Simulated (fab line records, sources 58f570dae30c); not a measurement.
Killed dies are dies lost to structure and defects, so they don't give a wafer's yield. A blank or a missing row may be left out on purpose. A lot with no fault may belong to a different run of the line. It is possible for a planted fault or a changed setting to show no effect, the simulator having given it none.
Which tool is to blame?	flow berkeley-cmos170	14 lots with 42 wafers sampled at 4 steps, on a route of 331 steps

== WHAT THE GAUGES READ, wafer by wafer ==
UCB170_M3_OVL_MEAS_16.
lot	measured	on	M3_OVL (nm)
L344	day 8 17:13	overlay-02	4 1 3
L345	day 8 16:56	overlay-02	7 1 2
L347	day 9 11:37	overlay-01	-2 5 0
L348	day 9 10:54	overlay-02	6 7 6
L349	day 9 09:43	overlay-01	-4 -4 -5
L346	day 9 15:28	overlay-02	4 10 4
L350	day 9 20:38	overlay-02	5 8 -1
L355	day 10 17:55	overlay-02	2 2 3
L361	day 11 09:00	overlay-02	5 -1 2
L358	day 11 10:23	overlay-01	4 10 15
L360	day 12 01:11	overlay-01	11 9 8
L364	day 12 01:40	overlay-02	1 9 7
L366	day 13 00:04	overlay-01	-3 6 3
L367	day 13 04:44	overlay-01	-1 0 -3

UCB170_M3_BOW_MEAS_20.
lot	measured	on	M3_BOW (um)
L344	day 8 17:46	film-metro-02	36 37 31
L345	day 8 17:27	film-metro-02	35 47 33
L347	day 9 12:06	film-metro-02	24 23 26
L348	day 9 11:23	film-metro-02	32 41 39
L349	day 9 10:13	film-metro-02	40 39 37
L346	day 9 15:57	film-metro-03	37 41 42
L350	day 9 21:08	film-metro-03	30 36 27
L355	day 10 18:24	film-metro-04	28 34 32
L361	day 11 09:29	film-metro-02	45 50 36
L358	day 11 10:54	film-metro-03	28 26 32
L360	day 12 01:46	film-metro-03	41 47 47
L364	day 12 02:14	film-metro-03	36 29 31
L366	day 13 00:34	film-metro-03	37 36 32
L367	day 13 05:13	film-metro-02	34 44 32

== EACH LOT AND THE TOOL THAT RAN IT (in order: tool; ch and the chambers of the sampled wafers; start) ==
lot	UCB170_V1_CVD_00	UCB170_V1_STRIP_15
L344	pecvd-02 ch 0,1,2, day 7 23:55	plasma-asher-03 ch 1, day 8 04:37
L345	pecvd-04 ch 0,1,2, day 7 23:55	plasma-asher-04 ch 0,1, day 8 04:53
L347	pecvd-03 ch 0,2, day 8 22:23	plasma-asher-02 ch 0,1, day 9 01:49
L348	pecvd-04 ch 0,2, day 8 22:23	plasma-asher-02 ch 0,1, day 9 01:27
L349	pecvd-02 ch 0,1,2, day 8 22:23	plasma-asher-03 ch 0,1, day 9 00:49
L346	pecvd-02 ch 0,1,2, day 8 22:32	plasma-asher-02 ch 0,1, day 9 02:06
L350	pecvd-03 ch 0,1,2, day 9 06:19	plasma-asher-04 ch 0,1, day 9 08:49
L355	pecvd-03 ch 1,2, day 10 07:25	plasma-asher-04 ch 0,1, day 10 09:59
L361	pecvd-04 ch 1,2, day 10 18:07	plasma-asher-04 ch 0,1, day 10 22:51
L358	pecvd-04 ch 0,1,2, day 10 18:21	plasma-asher-02 ch 0,1, day 10 23:33
L360	pecvd-02 ch 0,1,2, day 10 20:09	plasma-asher-03 ch 0,1, day 10 23:41
L364	pecvd-04 ch 0,2, day 11 12:06	plasma-asher-04 ch 0,1, day 11 14:28
L366	pecvd-04 ch 0,1,2, day 12 08:54	plasma-asher-04 ch 0,1, day 12 10:59
L367	pecvd-02 ch 0,2, day 12 12:55	plasma-asher-02 ch 0,1, day 12 16:21
- UCB170_V1_CVD_00: deposits SiO2 from TEOS/O2, target thk 2000 nm, time 250 s.
- UCB170_V1_STRIP_15: strips in O2.

== AS READ BY THE TOOLS THEMSELVES (means over the sampled wafers that have a number; for cases with no such wafer, the mark the record gives instead) ==
UCB170_V1_CVD_00.
lot	tool	heater-power-w (W)
L344	pecvd-02	204
L345	pecvd-04	217
L347	pecvd-03	271
L348	pecvd-04	204
L349	pecvd-02	221
L346	pecvd-02	208
L350	pecvd-03	264
L355	pecvd-03	265
L361	pecvd-04	263
L358	pecvd-04	250
L360	pecvd-02	198
L364	pecvd-04	234
L366	pecvd-04	247
L367	pecvd-02	173

UCB170_V1_STRIP_15.
lot	tool	chamber-pressure-mTorr (mTorr)	drypump-motor-current-A (A)	oes-product-au (a.u.)	strip-time-to-endpoint-s (s)
L344	plasma-asher-03	3498	5.6	0.723	15.34
L345	plasma-asher-04	3503	6.3	0.724	15.58
L347	plasma-asher-02	3503	5.4	0.720	15.24
L348	plasma-asher-02	3499	5.3	0.719	15.44
L349	plasma-asher-03	3501	6.1	0.727	15.41
L346	plasma-asher-02	3501	5.6	0.723	15.26
L350	plasma-asher-04	3500	6.1	0.720	15.50
L355	plasma-asher-04	3500	6.3	0.721	15.48
L361	plasma-asher-04	3500	6.1	0.721	15.39
L358	plasma-asher-02	3499	5.7	0.720	15.22
L360	plasma-asher-03	3503	5.8	0.728	15.47
L364	plasma-asher-04	3501	6.1	0.718	15.29
L366	plasma-asher-04	3494	6.3	0.720	15.36
L367	plasma-asher-02	3498	5.7	0.726	15.25

== THE ANSWER, worked out from the rows above alone ==
Rule: the lots themselves supply what counts as usual. The widest of any qualifying gaps counts: lots, ordered by their means at a reading, are off when they make up no more than a third of the lots, leave a main group of 4 or more, and stand apart from it by 3 or more times the standard deviation of that group's means. A main group whose means are all the same, to the digits that the tables above print for the reading, isn't used. A lot without any number at a reading at which 4 lots or more have one is off too. All remaining lots with rows at the step are treated as sound. Order of review: gauges by route order, followed by the tools' own readings, for which a lot's mean as printed above is used. At the first step where some lot is off, the reading lying furthest off is the one used; lots without a number count as furthest.
No lot is off at any reading shown: from this, nothing can be told.

== WHAT HAD BEEN PUT IN BY THE SIMULATOR ==
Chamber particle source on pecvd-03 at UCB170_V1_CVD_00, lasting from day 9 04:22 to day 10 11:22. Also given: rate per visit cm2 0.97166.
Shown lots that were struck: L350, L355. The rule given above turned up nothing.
